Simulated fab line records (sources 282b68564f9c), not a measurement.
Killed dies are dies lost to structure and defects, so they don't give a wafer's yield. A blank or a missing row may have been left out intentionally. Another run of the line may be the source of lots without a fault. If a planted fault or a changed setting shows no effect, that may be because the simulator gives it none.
fab line records -- flow ritCmos -- part 1 of 2: steps 1 to 31 of 44
[record] lots = 5, wafers = 15, lastDay = 7
route steps=202 shown PWELL@47 WELLDRIVE@50 NWELL@51 NRETRO@53 PRETRO@64 GATE@75 FOX2@80
lots with no fault: from the same line, run without faults
startH: start of the lot's first displayed wafer, in hours after the record's first day -- waitH: time in hours since the lot's previous step -- " identical to the entry in the row above -- L1.1+2: one row covering several wafers at once -- - no value present, or no start provided -- * or withheld: withheld -- < > ~ a bound
route shown NAME@n: names a module that has steps shown in the file, with the first one's number in the route -- usual: mean and standard deviation over wafers with no fault -- same: alike in all rows -- chamber/n: place in a boat -- sites: readings site by site -- _std_site: their standard deviation -- _edge_site: mean of outer sites minus mean of inner sites -- radiusMm: how far each site lies from the wafer's centre -- mask NAME#n: copy n -- behind: tool/chamber where the wafer was last shaped -- hold: why the lot was held/for how many hours/how that ended -- device: which transistor (n, p or np) failed to switch -- end of line: tests of these same wafers at the route's end -- for a step that has no rows: nothing shown but its recipe -- killed: the dies lost at the first sort to structure and to defects; this is not the yield of the wafer -- map: dies across one wafer; x = killed, . = not, _ = none there
set.NAME: setting as actually run; set.NAME@STEP: the setting as run at that earlier step -- model.NAME: the simulator's own value behind a step, which no gauge read
certain route steps with their lots: each step a table, each wafer a row
services: from which hour (startH, from the record's first day; less than 0 if before it) a tool's chamber was out of use, for how many hours, and why
[[steps]]
[step RIT_PWELL_IMPLANT_08]
[recipe] species = B, energyKev = 170, doseCm2 = 7e+13, tiltDeg = 7
[usual] beamOnS = 10.00/0.2
lot.wafer,tool,chamber,startH,waitH,beamOnS
L081.2,implanter-04,0,62.49,0.2,9.73
L081.4,implanter-04,0,62.49,0.2,9.63
L081.5,implanter-04,0,62.49,0.2,10.03
L082.1,implanter-04,0,65.47,0.2,10.03
L082.3,implanter-04,0,65.47,0.2,9.72
L082.4,implanter-04,0,65.47,0.2,9.92
L089.3,implanter-03,0,97.42,0.2,9.82
L089.4,implanter-03,0,97.42,0.2,9.92
L089.6,implanter-03,0,97.42,0.2,9.85
L093.1,implanter-03,0,121.78,0.2,9.83
L093.5,implanter-03,0,121.78,0.2,9.88
L093.6,implanter-03,0,121.78,0.2,10.16
L095.1,implanter-04,0,128.12,0.2,10.08
L095.3,implanter-04,0,128.12,0.2,10.11
L095.4,implanter-04,0,128.12,0.2,9.91
[step RIT_PWELL_STRIP_09]
[recipe] chemistry = O2, timeS = 180, resist = NOVOLAK, platenTempC = withheld, powerW = 500, pressureMtorr = 4000, o2FlowSccm = 4000
[usual] chamberPressureMTorr = 4000/3.7, drypumpMotorCurrentA = 5.6/0.37
lot.wafer,tool,chamber,startH,waitH,chamberPressureMTorr,drypumpMotorCurrentA,rfHoursCounterH
L081.2,plasmaAsher-03,1,62.61,0.1,3996,5.4,41
L081.4,plasmaAsher-03,1,62.61,0.1,3997,5.5,-
L081.5,plasmaAsher-03,1,62.61,0.1,4000,5.5,-
L082.1,plasmaAsher-01,0,65.62,0.1,3997,5.9,43
L082.3,plasmaAsher-01,1,65.62,0.1,3994,5.8,-
L082.4,plasmaAsher-01,0,65.62,0.1,4001,5.9,-
L089.3,plasmaAsher-04,1,97.57,0.1,4001,5.3,-
L089.4,plasmaAsher-04,0,97.57,0.1,3999,6.2,-
L089.6,plasmaAsher-04,1,97.57,0.1,3994,5.3,-
L093.1,plasmaAsher-03,1,121.93,0.1,4000,5.4,48
L093.5,plasmaAsher-03,0,121.93,0.1,4006,5.1,-
L093.6,plasmaAsher-03,1,121.93,0.1,4004,5.5,-
L095.1,plasmaAsher-03,1,128.27,0.1,4011,5.5,49
L095.3,plasmaAsher-03,1,128.27,0.1,4001,5.5,-
L095.4,plasmaAsher-03,0,128.27,0.1,3999,5.1,-
[step RIT_PWELL_TW_MEAS_10]
[usual] PWELL_TW = 950/5.6
lot.wafer,tool,chamber,startH,waitH,PWELL_TW
L081.2,filmMetro-02,-,62.80,0.1,954
L081.4,filmMetro-02,-,62.80,0.1,953
L081.5,filmMetro-02,-,62.80,0.1,955
L082.1,filmMetro-02,-,65.79,0.1,961
L082.3,filmMetro-02,-,65.79,0.1,953
L082.4,filmMetro-02,-,65.79,0.1,954
L089.3,filmMetro-03,-,97.71,0.1,951
L089.4,filmMetro-03,-,97.71,0.1,948
L089.6,filmMetro-03,-,97.71,0.1,944
L093.1,filmMetro-03,-,122.10,0.1,942
L093.5,filmMetro-03,-,122.10,0.1,940
L093.6,filmMetro-03,-,122.10,0.1,943
L095.1,filmMetro-03,-,128.45,0.1,952
L095.3,filmMetro-03,-,128.45,0.1,948
L095.4,filmMetro-03,-,128.45,0.1,948
[step RIT_WELLDRIVE_ANNEAL_00]
[recipe] tempC = 1100, timeS = 14700, ambient = N2
[usual] zonePowerLoadPct = 44.2/0.86
lot.wafer,tool,chamber,startH,waitH,zonePowerLoadPct
L081.2,furnace-03,0,63.81,1.0,43.7
L081.4,furnace-03,0,63.81,1.0,43.4
L081.5,furnace-03,0,63.81,1.0,43.8
L082.1,furnace-04,0,68.11,2.3,43.9
L082.3,furnace-04,0,68.11,2.3,44.0
L082.4,furnace-04,0,68.11,2.3,44.5
L089.3,furnace-04,0,98.93,1.2,45.0
L089.4,furnace-04,0,98.93,1.2,43.9
L089.6,furnace-04,0,98.93,1.2,43.9
L093.1,furnace-03,0,122.16,0.1,44.2
L093.5,furnace-03,0,122.16,0.1,43.2
L093.6,furnace-03,0,122.16,0.1,43.8
L095.1,furnace-02,0,128.51,0.1,45.7
L095.3,furnace-02,0,128.51,0.1,45.3
L095.4,furnace-02,0,128.51,0.1,45.6
[step RIT_WELLDRIVE_RS_MEAS_01]
[recipe] thkMeasGauge = four-point-probe
[usual] NWELL_RS = 275.3/0.91
lot.wafer,tool,chamber,startH,waitH,NWELL_RS[ohm/sq]
L081.2,filmMetro-02,-,68.92,0.0,276.8
L081.4,filmMetro-02,-,68.92,0.0,276.1
L081.5,filmMetro-02,-,68.92,0.0,276.8
L082.1,filmMetro-02,-,73.20,0.0,274.9
L082.3,filmMetro-02,-,73.20,0.0,274.4
L082.4,filmMetro-02,-,73.20,0.0,274.6
L089.3,filmMetro-01,-,104.05,0.0,276.1
L089.4,filmMetro-01,-,104.05,0.0,275.4
L089.6,filmMetro-01,-,104.05,0.0,275.7
L093.1,filmMetro-01,-,127.25,0.0,276.2
L093.5,filmMetro-01,-,127.25,0.0,276.9
L093.6,filmMetro-01,-,127.25,0.0,277.2
L095.1,filmMetro-01,-,133.59,0.0,276.0
L095.3,filmMetro-01,-,133.59,0.0,276.1
L095.4,filmMetro-01,-,133.59,0.0,276.6
[step RIT_WELLDRIVE_RS_MEAS_02]
[recipe] thkMeasGauge = four-point-probe
[usual] PWELL_RS = 429.6/1.2
lot.wafer,tool,chamber,startH,waitH,PWELL_RS[ohm/sq]
L081.2,filmMetro-02,-,69.04,0.1,429.6
L081.4,filmMetro-02,-,69.04,0.1,429.9
L081.5,filmMetro-02,-,69.04,0.1,428.3
L082.1,filmMetro-02,-,73.32,0.1,429.8
L082.3,filmMetro-02,-,73.32,0.1,429.9
L082.4,filmMetro-02,-,73.32,0.1,428.8
L089.3,filmMetro-01,-,104.17,0.1,430.4
L089.4,filmMetro-01,-,104.17,0.1,429.3
L089.6,filmMetro-01,-,104.17,0.1,430.0
L093.1,filmMetro-01,-,127.37,0.1,433.0
L093.5,filmMetro-01,-,127.37,0.1,432.7
L093.6,filmMetro-01,-,127.37,0.1,433.5
L095.1,filmMetro-01,-,133.71,0.1,429.0
L095.3,filmMetro-01,-,133.71,0.1,428.6
L095.4,filmMetro-01,-,133.71,0.1,428.4
[step RIT_NRETRO_HMDS_00]
[recipe] primeTimeS = 60, primeTempC = 140
lot.wafer,tool,chamber,startH,waitH
L081.2+4+5,lithoTrack-01,0,69.16,0.1
L082.1+3+4,lithoTrack-01,0,73.44,0.1
L089.3+4+6,lithoTrack-01,0,104.39,0.2
L093.1+5+6,lithoTrack-04,0,127.49,0.1
L095.1+3+4,lithoTrack-03,0,133.83,0.1
[step RIT_NRETRO_COAT_01]
[recipe] resist = NOVOLAK, spinRpm = 2000, resistThkNm = 1300
lot.wafer,tool,chamber,startH,waitH
L081.2+4+5,lithoTrack-01,0,69.31,0.1
L082.1+3+4,lithoTrack-01,0,73.59,0.1
L089.3+4+6,lithoTrack-01,0,104.54,0.1
L093.1+5+6,lithoTrack-04,0,127.64,0.1
L095.1+3+4,lithoTrack-03,0,133.98,0.1
[step RIT_NRETRO_SOFTBAKE_02]
[recipe] resist = NOVOLAK, tempC = 90, timeS = 60
lot.wafer,tool,chamber,startH,waitH
L081.2+4+5,lithoTrack-01,0,69.46,0.1
L082.1+3+4,lithoTrack-01,0,73.74,0.1
L089.3+4+6,lithoTrack-01,0,104.69,0.1
L093.1+5+6,lithoTrack-04,0,127.79,0.1
L095.1+3+4,lithoTrack-03,0,134.13,0.1
[step RIT_NRETRO_EXPOSE_03]
[recipe] maskId = M4, na = 0.57, targetCdNm = 43900, doseMj = 250
[usual] focusOffsetNm = 0.1/0.54, reticleTempC = 23.02/0.092
lot.wafer,tool,chamber,startH,waitH,mask,focusOffsetNm,reticleTempC
L081.2,ilineStepper-02,0,69.73,0.2,M4#0,-0.7,23.07
L081.4,ilineStepper-02,0,69.73,0.2,M4#0,-0.2,23.12
L081.5,ilineStepper-02,0,69.73,0.2,M4#0,-0.8,22.97
L082.1,ilineStepper-01,0,74.06,0.3,M4#0,1.0,23.09
L082.3,ilineStepper-01,0,74.06,0.3,M4#0,0.9,23.09
L082.4,ilineStepper-01,0,74.06,0.3,M4#0,-0.2,22.94
L089.3,ilineStepper-01,0,104.95,0.2,M4#0,0.2,23.07
L089.4,ilineStepper-01,0,104.95,0.2,M4#0,-0.2,23.10
L089.6,ilineStepper-01,0,104.95,0.2,M4#0,0.8,23.12
L093.1,ilineStepper-02,0,128.06,0.2,M4#0,0.0,22.98
L093.5,ilineStepper-02,0,128.06,0.2,M4#0,0.5,23.03
L093.6,ilineStepper-02,0,128.06,0.2,M4#0,0.9,23.12
L095.1,ilineStepper-01,0,134.28,0.1,M4#0,-0.1,22.93
L095.3,ilineStepper-01,0,134.28,0.1,M4#0,-0.4,22.94
L095.4,ilineStepper-01,0,134.28,0.1,M4#0,0.0,23.05
[step RIT_NRETRO_PEB_04]
[recipe] resist = NOVOLAK, tempC = withheld, timeS = withheld
lot.wafer,tool,chamber,startH,waitH
L081.2+4+5,lithoTrack-04,0,69.85,0.1
L082.1+3+4,lithoTrack-04,0,74.27,0.2
L089.3+4+6,lithoTrack-04,0,105.08,0.1
L093.1+5+6,lithoTrack-04,0,128.21,0.1
L095.1+3+4,lithoTrack-01,0,134.40,0.1
[step RIT_NRETRO_DEVELOP_05]
[recipe] resist = NOVOLAK, developTimeS = 68, devTempC = 23
lot.wafer,tool,chamber,startH,waitH
L081.2+4+5,lithoTrack-04,0,-,-
L082.1+3+4,lithoTrack-04,0,-,-
L089.3+4+6,lithoTrack-04,0,-,-
L093.1+5+6,lithoTrack-04,0,-,-
L095.1+3+4,lithoTrack-01,0,-,-
[step RIT_NRETRO_OVL_MEAS_06]
[usual] NRETRO_OVL = 0.3/1.5
lot.wafer,tool,chamber,startH,waitH,NRETRO_OVL[nm]
L081.2,overlay-02,-,70.15,-,2.3
L081.4,overlay-02,-,70.15,-,3.5
L081.5,overlay-02,-,70.15,-,0.4
L082.1,overlay-02,-,74.58,-,1.6
L082.3,overlay-02,-,74.58,-,2.3
L082.4,overlay-02,-,74.58,-,1.7
L089.3,overlay-01,-,105.36,-,0.9
L089.4,overlay-01,-,105.36,-,0.2
L089.6,overlay-01,-,105.36,-,1.8
L093.1,overlay-02,-,128.53,-,0.2
L093.5,overlay-02,-,128.53,-,1.0
L093.6,overlay-02,-,128.53,-,2.4
L095.1,overlay-01,-,134.71,-,1.2
L095.3,overlay-01,-,134.71,-,-1.4
L095.4,overlay-01,-,134.71,-,0.1
[step RIT_NRETRO_HARDBAKE_07]
[recipe] resist = NOVOLAK, tempC = 140, timeS = 120
lot.wafer,tool,chamber,startH,waitH
L081.2+4+5,lithoTrack-01,0,70.22,0.1
L082.1+3+4,lithoTrack-03,0,74.80,0.2
L089.3+4+6,lithoTrack-04,0,105.47,0.1
L093.1+5+6,lithoTrack-01,0,128.56,0.0
L095.1+3+4,lithoTrack-03,0,134.75,0.0
[step RIT_NRETRO_IMPLANT_08]
[recipe] species = P, energyKev = 70, doseCm2 = 1e+13, tiltDeg = 7
[usual] beamOnS = 10.00/0.19
lot.wafer,tool,chamber,startH,waitH,beamOnS
L081.2,implanter-04,0,70.45,0.2,9.77
L081.4,implanter-04,0,70.45,0.2,10.26
L081.5,implanter-04,0,70.45,0.2,9.59
L082.1,implanter-02,0,75.05,0.2,9.73
L082.3,implanter-02,0,75.05,0.2,10.01
L082.4,implanter-02,0,75.05,0.2,10.02
L089.3,implanter-04,0,105.68,0.2,10.04
L089.4,implanter-04,0,105.68,0.2,9.64
L089.6,implanter-04,0,105.68,0.2,10.11
L093.1,implanter-03,0,128.81,0.2,9.88
L093.5,implanter-03,0,128.81,0.2,10.07
L093.6,implanter-03,0,128.81,0.2,10.02
L095.1,implanter-03,0,135.00,0.2,9.82
L095.3,implanter-03,0,135.00,0.2,10.00
L095.4,implanter-03,0,135.00,0.2,10.04
[step RIT_NRETRO_STRIP_09]
[recipe] chemistry = O2, timeS = 180, resist = NOVOLAK, platenTempC = withheld, powerW = 500, pressureMtorr = 4000, o2FlowSccm = 4000
[usual] chamberPressureMTorr = 4000/3.6, drypumpMotorCurrentA = 5.4/0.33
lot.wafer,tool,chamber,startH,waitH,chamberPressureMTorr,drypumpMotorCurrentA,rfHoursCounterH
L081.2,plasmaAsher-02,1,70.58,0.1,4004,4.9,41
L081.4,plasmaAsher-02,0,70.58,0.1,3998,5.6,-
L081.5,plasmaAsher-02,1,70.58,0.1,4002,4.9,-
L082.1,plasmaAsher-02,0,75.20,0.1,4004,5.6,42
L082.3,plasmaAsher-02,0,75.20,0.1,3996,5.6,-
L082.4,plasmaAsher-02,1,75.20,0.1,4003,4.9,-
L089.3,plasmaAsher-02,0,105.84,0.1,4000,5.6,-
L089.4,plasmaAsher-02,1,105.84,0.1,3994,4.9,-
L089.6,plasmaAsher-02,1,105.84,0.1,3999,4.9,-
L093.1,plasmaAsher-03,1,128.96,0.1,4000,5.5,49
L093.5,plasmaAsher-03,0,128.96,0.1,3998,5.1,-
L093.6,plasmaAsher-03,1,128.96,0.1,4005,5.5,-
L095.1,plasmaAsher-03,0,135.15,0.1,3999,5.1,50
L095.3,plasmaAsher-03,1,135.15,0.1,4000,5.5,-
L095.4,plasmaAsher-03,0,135.15,0.1,4002,5.1,-
[step RIT_NRETRO_TW_MEAS_10]
[usual] NRETRO_TW = 1053/6.5
lot.wafer,tool,chamber,startH,waitH,NRETRO_TW
L081.2,filmMetro-04,-,70.76,0.1,1057
L081.4,filmMetro-04,-,70.76,0.1,1052
L081.5,filmMetro-04,-,70.76,0.1,1055
L082.1,filmMetro-03,-,75.37,0.1,1038
L082.3,filmMetro-03,-,75.37,0.1,1033
L082.4,filmMetro-03,-,75.37,0.1,1041
L089.3,filmMetro-04,-,105.98,0.1,1053
L089.4,filmMetro-04,-,105.98,0.1,1052
L089.6,filmMetro-04,-,105.98,0.1,1054
L093.1,filmMetro-04,-,129.14,0.1,1060
L093.5,filmMetro-04,-,129.14,0.1,1054
L093.6,filmMetro-04,-,129.14,0.1,1054
L095.1,filmMetro-03,-,135.32,0.1,1050
L095.3,filmMetro-03,-,135.32,0.1,1052
L095.4,filmMetro-03,-,135.32,0.1,1049
[step RIT_PRETRO_HMDS_00]
[recipe] primeTimeS = 60, primeTempC = 140
lot.wafer,tool,chamber,startH,waitH
L081.2+4+5,lithoTrack-02,0,70.84,0.1
L082.1+3+4,lithoTrack-01,0,75.43,0.1
L089.3+4+6,lithoTrack-01,0,106.07,0.1
L093.1+5+6,lithoTrack-01,0,129.20,0.1
L095.1+3+4,lithoTrack-02,0,135.38,0.1
[step RIT_PRETRO_COAT_01]
[recipe] resist = NOVOLAK, spinRpm = 2000, resistThkNm = 1300
lot.wafer,tool,chamber,startH,waitH
L081.2+4+5,lithoTrack-02,0,70.99,0.1
L082.1+3+4,lithoTrack-01,0,75.58,0.1
L089.3+4+6,lithoTrack-01,0,106.22,0.1
L093.1+5+6,lithoTrack-01,0,129.35,0.1
L095.1+3+4,lithoTrack-02,0,135.53,0.1
[step RIT_PRETRO_SOFTBAKE_02]
[recipe] resist = NOVOLAK, tempC = 90, timeS = 60
lot.wafer,tool,chamber,startH,waitH
L081.2+4+5,lithoTrack-02,0,71.14,0.1
L082.1+3+4,lithoTrack-01,0,75.73,0.1
L089.3+4+6,lithoTrack-01,0,106.37,0.1
L093.1+5+6,lithoTrack-01,0,129.50,0.1
L095.1+3+4,lithoTrack-02,0,135.68,0.1
[step RIT_PRETRO_EXPOSE_03]
[recipe] maskId = M5, na = 0.57, targetCdNm = 43700, doseMj = 250
[usual] focusOffsetNm = 0.0/0.57, reticleTempC = 23.00/0.1
lot.wafer,tool,chamber,startH,waitH,mask,focusOffsetNm,reticleTempC
L081.2,ilineStepper-02,0,71.41,0.2,M5#0,0.8,22.98
L081.4,ilineStepper-02,0,71.41,0.2,M5#0,1.1,22.90
L081.5,ilineStepper-02,0,71.41,0.2,M5#0,0.8,22.94
L082.1,ilineStepper-01,0,76.01,0.2,M5#0,0.3,23.13
L082.3,ilineStepper-01,0,76.01,0.2,M5#0,1.2,23.10
L082.4,ilineStepper-01,0,76.01,0.2,M5#0,0.3,22.94
L089.3,ilineStepper-02,0,106.63,0.2,M5#0,0.1,23.09
L089.4,ilineStepper-02,0,106.63,0.2,M5#0,-0.4,23.20
L089.6,ilineStepper-02,0,106.63,0.2,M5#0,-0.1,22.92
L093.1,ilineStepper-02,0,129.65,0.1,M5#0,0.2,22.97
L093.5,ilineStepper-02,0,129.65,0.1,M5#0,0.4,22.94
L093.6,ilineStepper-02,0,129.65,0.1,M5#0,0.0,22.88
L095.1,ilineStepper-01,0,135.83,0.1,M5#0,0.9,23.15
L095.3,ilineStepper-01,0,135.83,0.1,M5#0,0.9,23.04
L095.4,ilineStepper-01,0,135.83,0.1,M5#0,0.4,22.89
[step RIT_PRETRO_PEB_04]
[recipe] resist = NOVOLAK, tempC = withheld, timeS = withheld
lot.wafer,tool,chamber,startH,waitH
L081.2+4+5,lithoTrack-02,0,71.53,0.1
L082.1+3+4,lithoTrack-04,0,76.12,0.1
L089.3+4+6,lithoTrack-04,0,106.76,0.1
L093.1+5+6,lithoTrack-02,0,129.90,0.2
L095.1+3+4,lithoTrack-04,0,136.04,0.2
[step RIT_PRETRO_DEVELOP_05]
[recipe] resist = NOVOLAK, developTimeS = 68, devTempC = 23
lot.wafer,tool,chamber,startH,waitH
L081.2+4+5,lithoTrack-02,0,-,-
L082.1+3+4,lithoTrack-04,0,-,-
L089.3+4+6,lithoTrack-04,0,-,-
L093.1+5+6,lithoTrack-02,0,-,-
L095.1+3+4,lithoTrack-04,0,-,-
[step RIT_PRETRO_OVL_MEAS_06]
[usual] PRETRO_OVL = -0.1/1.2
lot.wafer,tool,chamber,startH,waitH,PRETRO_OVL[nm]
L081.2,overlay-01,-,71.82,-,3.2
L081.4,overlay-01,-,71.82,-,-0.1
L081.5,overlay-01,-,71.82,-,-0.8
L082.1,overlay-02,-,76.44,-,-0.3
L082.3,overlay-02,-,76.44,-,-1.2
L082.4,overlay-02,-,76.44,-,-1.3
L089.3,overlay-02,-,107.03,-,0.2
L089.4,overlay-02,-,107.03,-,0.1
L089.6,overlay-02,-,107.03,-,-0.1
L093.1,overlay-02,-,130.22,-,-1.7
L093.5,overlay-02,-,130.22,-,0.0
L093.6,overlay-02,-,130.22,-,-1.3
L095.1,overlay-01,-,136.36,-,1.9
L095.3,overlay-01,-,136.36,-,-0.4
L095.4,overlay-01,-,136.36,-,0.9
[step RIT_PRETRO_HARDBAKE_07]
[recipe] resist = NOVOLAK, tempC = 140, timeS = 120
lot.wafer,tool,chamber,startH,waitH
L081.2+4+5,lithoTrack-01,0,72.08,0.3
L082.1+3+4,lithoTrack-04,0,76.47,0.0
L089.3+4+6,lithoTrack-02,0,107.14,0.1
L093.1+5+6,lithoTrack-02,0,130.25,0.0
L095.1+3+4,lithoTrack-04,0,136.39,0.0
[step RIT_PRETRO_IMPLANT_08]
[recipe] species = B, energyKev = 45, doseCm2 = 1.2e+13, tiltDeg = 7
[usual] beamOnS = 9.98/0.19
lot.wafer,tool,chamber,startH,waitH,beamOnS
L081.2,implanter-02,0,72.32,0.2,9.79
L081.4,implanter-02,0,72.32,0.2,10.14
L081.5,implanter-02,0,72.32,0.2,9.93
L082.1,implanter-04,0,76.72,0.2,9.75
L082.3,implanter-04,0,76.72,0.2,10.06
L082.4,implanter-04,0,76.72,0.2,10.10
L089.3,implanter-04,0,107.36,0.2,9.84
L089.4,implanter-04,0,107.36,0.2,10.10
L089.6,implanter-04,0,107.36,0.2,10.07
L093.1,implanter-02,0,130.50,0.2,10.07
L093.5,implanter-02,0,130.50,0.2,9.95
L093.6,implanter-02,0,130.50,0.2,10.09
L095.1,implanter-01,0,136.64,0.2,9.66
L095.3,implanter-01,0,136.64,0.2,10.12
L095.4,implanter-01,0,136.64,0.2,10.19
[step RIT_PRETRO_STRIP_09]
[recipe] chemistry = O2, timeS = 180, resist = NOVOLAK, platenTempC = withheld, powerW = 500, pressureMtorr = 4000, o2FlowSccm = 4000
[usual] chamberPressureMTorr = 4000/3.7, drypumpMotorCurrentA = 5.4/0.35
lot.wafer,tool,chamber,startH,waitH,chamberPressureMTorr,drypumpMotorCurrentA,rfHoursCounterH
L081.2,plasmaAsher-01,1,72.44,0.1,3993,5.8,44
L081.4,plasmaAsher-01,0,72.44,0.1,4001,5.9,-
L081.5,plasmaAsher-01,1,72.44,0.1,3995,5.8,-
L082.1,plasmaAsher-03,1,76.87,0.1,3998,5.5,43
L082.3,plasmaAsher-03,1,76.87,0.1,4001,5.5,-
L082.4,plasmaAsher-03,0,76.87,0.1,4001,5.1,-
L089.3,plasmaAsher-03,0,107.52,0.1,4003,5.2,-
L089.4,plasmaAsher-03,1,107.52,0.1,4003,5.5,-
L089.6,plasmaAsher-03,1,107.52,0.1,3998,5.5,-
L093.1,plasmaAsher-01,1,130.65,0.1,4001,5.8,2
L093.5,plasmaAsher-01,0,130.65,0.1,3999,5.9,-
L093.6,plasmaAsher-01,1,130.65,0.1,3998,5.8,-
L095.1,plasmaAsher-03,1,136.79,0.1,4000,5.4,50
L095.3,plasmaAsher-03,0,136.79,0.1,4001,5.2,-
L095.4,plasmaAsher-03,1,136.79,0.1,3995,5.5,-
[step RIT_PRETRO_TW_MEAS_10]
[usual] PRETRO_TW = 475.7/2.1
lot.wafer,tool,chamber,startH,waitH,PRETRO_TW
L081.2,filmMetro-04,-,72.63,0.1,479.4
L081.4,filmMetro-04,-,72.63,0.1,478.9
L081.5,filmMetro-04,-,72.63,0.1,478.7
L082.1,filmMetro-02,-,77.05,0.1,476.1
L082.3,filmMetro-02,-,77.05,0.1,475.8
L082.4,filmMetro-02,-,77.05,0.1,477.8
L089.3,filmMetro-02,-,107.65,0.1,473.8
L089.4,filmMetro-02,-,107.65,0.1,474.8
L089.6,filmMetro-02,-,107.65,0.1,474.3
L093.1,filmMetro-01,-,130.83,0.1,470.7
L093.5,filmMetro-01,-,130.83,0.1,476.5
L093.6,filmMetro-01,-,130.83,0.1,473.9
L095.1,filmMetro-04,-,136.97,0.1,476.1
L095.3,filmMetro-04,-,136.97,0.1,477.5
L095.4,filmMetro-04,-,136.97,0.1,477.5
[step RIT_GATE_WET_ETCH_00]
[recipe] chemistry = BOE, target = SiO2, targetDepthNm = 56, timeS = 60, dry = n2Spin, dilution = 10:1, tempC = 21.5
[usual] bathHeatDutyPct = 1.7/0.34
lot.wafer,tool,chamber,startH,waitH,bathHeatDutyPct
L081.2,wetBench-03,2,72.68,0.0,2.4
L081.4,wetBench-03,2,72.68,0.0,1.6
L081.5,wetBench-03,2,72.68,0.0,1.6
L082.1,wetBench-02,3,77.11,0.1,1.6
L082.3,wetBench-02,3,77.11,0.1,1.9
L082.4,wetBench-02,3,77.11,0.1,1.8
L089.3,wetBench-04,0,107.69,0.0,1.1
L089.4,wetBench-04,0,107.69,0.0,1.8
L089.6,wetBench-04,0,107.69,0.0,1.8
L093.1,wetBench-03,3,130.89,0.1,2.3
L093.5,wetBench-03,3,130.89,0.1,1.8
L093.6,wetBench-03,3,130.89,0.1,2.0
L095.1,wetBench-04,2,137.03,0.1,1.6
L095.3,wetBench-04,2,137.03,0.1,1.3
L095.4,wetBench-04,2,137.03,0.1,1.4
[step RIT_GATE_CLEAN_01]
[recipe] chemistry = SC1, mix = 3:3:50, timeS = 600, tempC = 75
[usual] bathHeatDutyPct = 15.9/1.1
lot.wafer,tool,chamber,startH,waitH,bathHeatDutyPct
L081.2,wetBench-02,0,72.70,0.0,16.0
L081.4,wetBench-02,0,72.70,0.0,15.7
L081.5,wetBench-02,0,72.70,0.0,15.4
L082.1,wetBench-04,1,77.14,0.0,15.5
L082.3,wetBench-04,1,77.14,0.0,18.2
L082.4,wetBench-04,1,77.14,0.0,16.2
L089.3,wetBench-02,1,107.72,0.0,15.9
L089.4,wetBench-02,1,107.72,0.0,17.0
L089.6,wetBench-02,1,107.72,0.0,14.7
L093.1,wetBench-02,1,130.91,0.0,16.0
L093.5,wetBench-02,1,130.91,0.0,14.7
L093.6,wetBench-02,1,130.91,0.0,15.0
L095.1,wetBench-04,2,137.05,0.0,13.7
L095.3,wetBench-04,2,137.05,0.0,14.8
L095.4,wetBench-04,2,137.05,0.0,14.6
[step RIT_GATE_CLEAN_02]
[recipe] chemistry = dHF, dilution = 50:1, timeS = 30
lot.wafer,tool,chamber,startH,waitH
L081.2+4+5,wetBench-04,1,72.90,0.0
L082.1+3+4,wetBench-03,3,77.33,0.0
L089.3+4+6,wetBench-04,0,107.89,0.0
L093.1+5+6,wetBench-04,1,131.09,0.0
L095.1+3+4,wetBench-04,2,137.23,0.0
